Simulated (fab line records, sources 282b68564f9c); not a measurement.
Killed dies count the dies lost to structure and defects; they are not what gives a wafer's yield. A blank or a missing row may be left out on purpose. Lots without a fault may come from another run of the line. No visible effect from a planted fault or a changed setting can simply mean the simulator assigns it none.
2 desks, one fault ; flow ritCmos ; every desk sees just its own numbers, and what lay behind them comes last

== FOR THE TOOL OWNER'S DESK: rieMetal-02 ==
The tool's own readings at RIT_M1_METAL_ETCH_12 (etches Al in Cl2/BCl3, stops on SiO2, time 165 s, target depth 600 nm): means of the sampled wafers that have a number, for each lot that ran on this tool. Marked OUT: a lot whose mean sits more than 4 standard deviations from the usual mean, which makes it out of limits; the brackets give that distance.
Columns: A = drypumpMotorCurrentA at RIT_M1_METAL_ETCH_12, usual 5.6 A; B = oesProductAu at RIT_M1_METAL_ETCH_12, usual 0.794 a.u.; C = throttleValvePct at RIT_M1_METAL_ETCH_12, usual 8.28 %
lot;first seen here;A;B;C
L378;day 3 18:59;5.6;0.796;8.29
L381;day 4 09:50;5.7;0.806;8.30
L384;day 5 01:22;5.7;0.803;8.28
L387;day 5 15:26;5.3;0.802;8.34
This desk's finding: nothing out of limits on any of the 4 lots.

== FROM THE METROLOGY DESK ==
What the gauges read for every lot (on any tool): the sampled wafers with a number, averaged. Marked OUT: a lot whose mean sits more than 4 standard deviations from the usual mean, which makes it out of limits; the brackets give that distance.
Columns: A = cdNm at RIT_M1_CD_MEAS_90, usual 2601.3 nm
lot;first seen here;A
L376;day 3 09:15;2602.0
L378;day 3 19:31;2603.4
L379;day 3 21:49;2599.3
L380;day 4 06:14;2600.4
L381;day 4 10:20;2602.2
L382;day 4 19:33;2598.1
L383;day 4 20:50;2598.5
L384;day 5 01:53;2601.9
L387;day 5 15:56;2596.6
L394;day 7 06:37;2598.4
L395;day 7 09:43;2601.1
L397;day 7 22:07;2602.5
L398;day 8 02:20;2598.1
This desk's finding: nothing out of limits on any of the 13 lots.

== TAKEN TOGETHER ==
The tool owner's desk saw nothing out of limits.
The metrology desk saw nothing out of limits.

== WHAT THE SIMULATOR HAD PUT IN ==
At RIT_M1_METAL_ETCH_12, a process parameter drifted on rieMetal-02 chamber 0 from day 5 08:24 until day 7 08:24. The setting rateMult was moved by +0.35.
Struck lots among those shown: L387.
